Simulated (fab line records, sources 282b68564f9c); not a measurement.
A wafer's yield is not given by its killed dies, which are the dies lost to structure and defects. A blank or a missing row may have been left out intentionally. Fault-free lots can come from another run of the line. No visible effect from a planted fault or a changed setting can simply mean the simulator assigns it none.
A struck lot beside a sound one    flow ritCmos    14 steps out of a route of 202
Sound: these wafers, L197.2, L197.3, L197.5. Struck: wafers L201.1, L201.3, L201.4. Last of all comes the cause.
Each step with rows lists, per side, the tool, then ch with its chambers, then its first start. Under that, the readings that differ: sound wafers    struck wafers    difference of the means    sigmas: that difference in standard deviations of wafers without a fault.
alike: words and numbers the same on both sides, and readings whose means are apart by under 2 such deviations; not compared: readings that were withheld, readings missing a value for some wafer, numbers with overlapping values and no deviation given by the record, and bounds like >300 which may hide the same value.
The two part at a step that has a row with sigmas, a row that says differs or no value, or rows on one side only. Numbers that don't overlap but have no deviation are shown without sigmas and don't part them. A reading that every wafer of one side lacks parts them only if that side has two wafers or more.

first, 1 step without rows for these wafers: RIT_GATE_HARDBAKE_18 (time 60 s).
RIT_GATE_ETCH_19: etches poly-Si in SF6/CHF3/O2, stops on SiO2, time 165 s, target depth 312.5 nm.
  sound on rieSi-02 ch 1,2, day 3 02:52; struck on rieSi-02 ch 0,1,3, day 3 23:38
  alike: CHF3_flow_sccm, drypumpMotorCurrentA, oesProductAu, throttleValvePct
  not compared: rfHoursCounterH
RIT_GATE_STRIP_20: strips in O2, time 180 s.
  sound on plasmaAsher-01 ch 0,1, day 3 02:58; struck on plasmaAsher-01 ch 0,1, day 3 23:44
  alike: drypumpMotorCurrentA
  not compared: rfHoursCounterH
RIT_GATE_CD_MEAS_90: target cd 150 nm.
  struck on cdSem-01, day 3 23:55; sound on cdSem-02, day 3 03:10
  alike: cdNm
then, 4 steps without rows for these wafers: RIT_REOX_CLEAN_00 (cleans in SC1, time 600 s); RIT_REOX_CLEAN_01 (cleans in dHF, time 30 s); RIT_REOX_CLEAN_02 (cleans in SC2, time 600 s); RIT_REOX_OXIDATION_03 (target thk 25.2 nm, ox time 5580 s).
RIT_REOX_THK_MEAS_04:
  struck on filmMetro-04, day 4 02:59; sound on filmMetro-03, day 3 06:23
  alike: REOX_OXIDE_THK
then, 3 steps without rows for these wafers: RIT_NLDD_HMDS_00 (prime time 60 s); RIT_NLDD_COAT_01 (resist thk 1000 nm); RIT_NLDD_SOFTBAKE_02 (time 60 s).
RIT_NLDD_EXPOSE_03: exposes mask M7, target cd 40700 nm.
  struck on ilineStepper-02, day 4 03:30; sound on ilineStepper-02 ch 0, day 3 06:54
  no value came back on the struck wafers for exposureDoseMJCm2, focusOffsetNm (nm); on the sound wafers exposureDoseMJCm2 reads 250.03 249.81 250.09
  alike: mask
then, 1 step without rows for these wafers: RIT_NLDD_PEB_04.

== WHERE THEY PART ==
Within this record, at RIT_NLDD_EXPOSE_03 only.

WHY: whatever the simulator had introduced
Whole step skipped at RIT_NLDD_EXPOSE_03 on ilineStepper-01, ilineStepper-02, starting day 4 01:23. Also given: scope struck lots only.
